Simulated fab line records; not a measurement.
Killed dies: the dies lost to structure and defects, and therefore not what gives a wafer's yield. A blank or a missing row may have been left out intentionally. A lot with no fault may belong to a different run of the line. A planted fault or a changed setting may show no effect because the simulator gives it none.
fab line records | flow rit-cmos
[record] lots = 5 wafers = 23
route steps=202 shown CONTACT@171 M1@188
start-h: hours from the record's opening day to when the first of the lot's shown wafers began | wait-h: time in hours since the lot's previous step | " the same as in the row above | L1.1+2: a row that stands for several wafers | - no value, or no start given | * or withheld: withheld | < > ~ a bound
route shown NAME@n: a module of which the file shows steps, and the number in the route of the first | usual: mean and standard deviation over wafers with no fault | same: alike in all rows | chamber/n: place in a boat | sites: each site's reading | _std_site: standard deviation across them | _edge_site: the outer-site mean with the inner-site mean subtracted | radius-mm: for every site, how far away it sits from the centre of the wafer | mask NAME#n: copy n | behind: the last tool/chamber to shape the wafer | hold: cause of the lot's hold/its duration in hours/its outcome | device: which transistor (n, p or np) failed to switch | end of line: at the end of the route, the tests of the same wafers | step lacking rows: just its recipe | killed: not the wafer's yield, but the dies lost to structure and defects at the first sort | map: dies across one wafer; x = killed, . = not, _ = none there
set.NAME: the run value of the setting; set.NAME@STEP: its run value at that earlier step | model.NAME: the simulator's own value behind a step, which no gauge read
one table per step and one row per wafer, for lots whose settings were changed on purpose
[[steps]]
[step RIT_CONTACT_COAT_03]
[recipe] resist = NOVOLAK spin-rpm = 3250 resist-thk-nm = 1000
// columns lot.wafer tool chamber start-h wait-h set.resist-thk-nm model.NOVOLAK_of_CONTACT_COAT_03.thk-nm
L075.1 litho-track-03 0 55.77 0.1 945.6 945.7
L075.2 " 0 " " 945.6 942.9
L075.3 " 0 " " 1000 999
L075.4 " 0 " " 945.6 942.3
L075.6 " 0 " " 1000 1002
L076.2 litho-track-02 0 61.05 0.1 1000 1001
L076.3 " 0 " " 1000 999.2
L076.4 " 0 " " 1000 999.4
L076.5 " 0 " " 1017 1018
L076.6 " 0 " " 1017 1016
L078.1+6 litho-track-03 0 71.34 0.1 1000 1002
L078.2 " 0 " " 1000 1003
L078.3+4 " 0 " " 1000 1001
L083.1 litho-track-04 0 95.65 0.1 1000 998.2
L083.3 " 0 " " 972.1 970.7
L083.4 " 0 " " 972.1 969.2
L083.5 " 0 " " 972.1 972.1
L083.6 " 0 " " 1000 1000
L085.2 litho-track-02 0 105.22 0.1 1000 999.9
L085.5 " 0 " " 1000 999.6
L085.6 " 0 " " 1000 999.5
[step RIT_CONTACT_SOFTBAKE_04]
[recipe] resist = NOVOLAK temp-c = 90 time-s = 60
[step RIT_CONTACT_EXPOSE_05]
[recipe] mask-id = M11 na = 0.6 source-shape = conventional sigma-outer = 0.5 target-cd-nm = 1000 dose-mj = 250
[step RIT_CONTACT_HARDBAKE_10]
[recipe] resist = NOVOLAK temp-c = 140 time-s = 60
// columns lot.wafer tool chamber start-h wait-h set.resist-thk-nm@CONTACT_COAT_03 model.NOVOLAK_of_CONTACT_COAT_03.thk-nm
L075.1 litho-track-02 0 56.87 0.0 945.6 835.8
L075.2 " 0 " " 945.6 833.4
L075.3 " 0 " " 1000 882.4
L075.4 " 0 " " 945.6 832.9
L075.6 " 0 " " 1000 884.7
L076.2 litho-track-02 0 62.03 0.0 1000 884.4
L076.3 " 0 " " 1000 882.6
L076.4 " 0 " " 1000 882.8
L076.5 " 0 " " 1017 898.8
L076.6 " 0 " " 1017 897
L078.1+6 litho-track-03 0 72.33 0.0 1000 885.1
L078.2 " 0 " " 1000 886.2
L078.3 " 0 " " 1000 884.5
L078.4 " 0 " " 1000 884.6
L083.1 litho-track-04 0 96.81 0.1 1000 881.8
L083.3 " 0 " " 972.1 857.6
L083.4 " 0 " " 972.1 856.4
L083.5 " 0 " " 972.1 858.9
L083.6 " 0 " " 1000 883.3
L085.2 litho-track-03 0 106.36 0.0 1000 883.2
L085.5 " 0 " " 1000 883
L085.6 " 0 " " 1000 882.9
[step RIT_CONTACT_ETCH_11]
[recipe] target-depth-a = 4800 over-etch-frac = 0.2 stop-on = TiSi2 chemistry = CHF3/CF4/Ar target = SiO2 CHF3_flow_sccm = 50 cf4-flow-sccm = 10 Ar_flow_sccm = 100 O2_flow_sccm = 5 pressure-mtorr = 100 rf-w = 200 time-s = 320
// columns lot.wafer tool chamber start-h wait-h set.resist-thk-nm@CONTACT_COAT_03 model.NOVOLAK_of_CONTACT_COAT_03.thk-nm
L075.1 rie-diel-04 1 57.02 0.1 945.6 721.1
L075.2 " 0 " " 945.6 722.5
L075.3 " 2 " " 1000 767.7
L075.4 " 3 " " 945.6 716.5
L075.6 " 0 " " 1000 773.8
L076.2 rie-diel-03 3 62.15 0.1 1000 769.4
L076.3 " 2 " " 1000 768.3
L076.4 " 0 " " 1000 769
L076.5 " 1 " " 1017 782.3
L076.6 " 2 " " 1017 782.4
L078.1 rie-diel-04 0 72.48 0.1 1000 774.2
L078.2 " 3 " " 1000 772
L078.3 " 2 " " 1000 770.9
L078.4 " 1 " " 1000 770.4
L078.6 " 3 " " 1000 769.3
L083.1 rie-diel-03 0 96.96 0.1 1000 766.3
L083.3 " 1 " " 972.1 741.8
L083.4 " 2 " " 972.1 743.5
L083.5 " 3 " " 972.1 744
L083.6 " 0 " " 1000 767.7
L085.2 rie-diel-03 0 106.48 0.1 1000 767.5
L085.5 " 1 " " 1000 766
L085.6 " 2 " " 1000 769
[step RIT_M1_COAT_04]
[recipe] resist = NOVOLAK spin-rpm = 2000 resist-thk-nm = 1300
// columns lot.wafer tool chamber start-h wait-h set.resist-thk-nm model.NOVOLAK_of_M1_COAT_04.thk-nm
L075.1 litho-track-03 0 58.50 0.1 1300 1301
L075.2 " 0 " " 1263 1265
L075.3 " 0 " " 1263 1263
L075.4 " 0 " " 1300 1299
L075.6 " 0 " " 1300 1297
L076.2+5+6 litho-track-01 0 63.67 0.1 1300 1304
L076.3+4 " 0 " " 1300 1301
L078.1 litho-track-01 0 74.00 0.1 1300 1300
L078.2+4+6 " 0 " " 1230 1230
L078.3 " 0 " " 1300 1298
L083.1 litho-track-01 0 98.44 0.1 1300 1295
L083.3+5 " 0 " " 1300 1294
L083.4 " 0 " " 1300 1298
L083.6 " 0 " " 1300 1299
L085.2 litho-track-03 0 107.97 0.1 1300 1299
L085.5+6 " 0 " " 1300 1304
[step RIT_M1_SOFTBAKE_05]
[recipe] resist = NOVOLAK temp-c = 90 time-s = 60
[step RIT_M1_EXPOSE_06]
[recipe] mask-id = M12 na = 0.6 source-shape = conventional sigma-outer = 0.5 target-cd-nm = 2600 dose-mj = 250
[step RIT_M1_HARDBAKE_11]
[recipe] resist = NOVOLAK temp-c = 140 time-s = 120
// columns lot.wafer tool chamber start-h wait-h set.resist-thk-nm@M1_COAT_04 model.NOVOLAK_of_M1_COAT_04.thk-nm
L075.1 litho-track-03 0 59.46 0.0 1300 1138
L075.2 " 0 " " 1263 1107
L075.3 " 0 " " 1263 1105
L075.4 " 0 " " 1300 1136
L075.6 " 0 " " 1300 1135
L076.2+5+6 litho-track-01 0 64.70 0.1 1300 1140
L076.3 " 0 " " 1300 1137
L076.4 " 0 " " 1300 1138
L078.1 litho-track-01 0 74.93 0.0 1300 1137
L078.2+4+6 " 0 " " 1230 1077
L078.3 " 0 " " 1300 1136
L083.1+3+5 litho-track-02 0 99.32 0.0 1300 1132
L083.4 " 0 " " 1300 1135
L083.6 " 0 " " 1300 1136
L085.2 litho-track-03 0 108.87 0.1 1300 1136
L085.5+6 " 0 " " 1300 1140
[[key]]
[split] step = RIT_CONTACT_COAT_03 setting = resist-thk-nm stated = 1000 by = wafer
[response] step = RIT_CONTACT_COAT_03 reading = model.NOVOLAK_of_CONTACT_COAT_03.thk-nm change = +10.3 per = 1% r = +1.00
[response] step = RIT_CONTACT_HARDBAKE_10 reading = model.NOVOLAK_of_CONTACT_COAT_03.thk-nm change = +9.04 per = 1% r = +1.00
[response] step = RIT_CONTACT_ETCH_11 reading = model.NOVOLAK_of_CONTACT_COAT_03.thk-nm change = +9.08 per = 1% r = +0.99
[split] step = RIT_M1_COAT_04 setting = resist-thk-nm stated = 1300 by = wafer
[response] step = RIT_M1_COAT_04 reading = model.NOVOLAK_of_M1_COAT_04.thk-nm change = +12.7 per = 1% r = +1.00
[response] step = RIT_M1_HARDBAKE_11 reading = model.NOVOLAK_of_M1_COAT_04.thk-nm change = +10.9 per = 1% r = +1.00
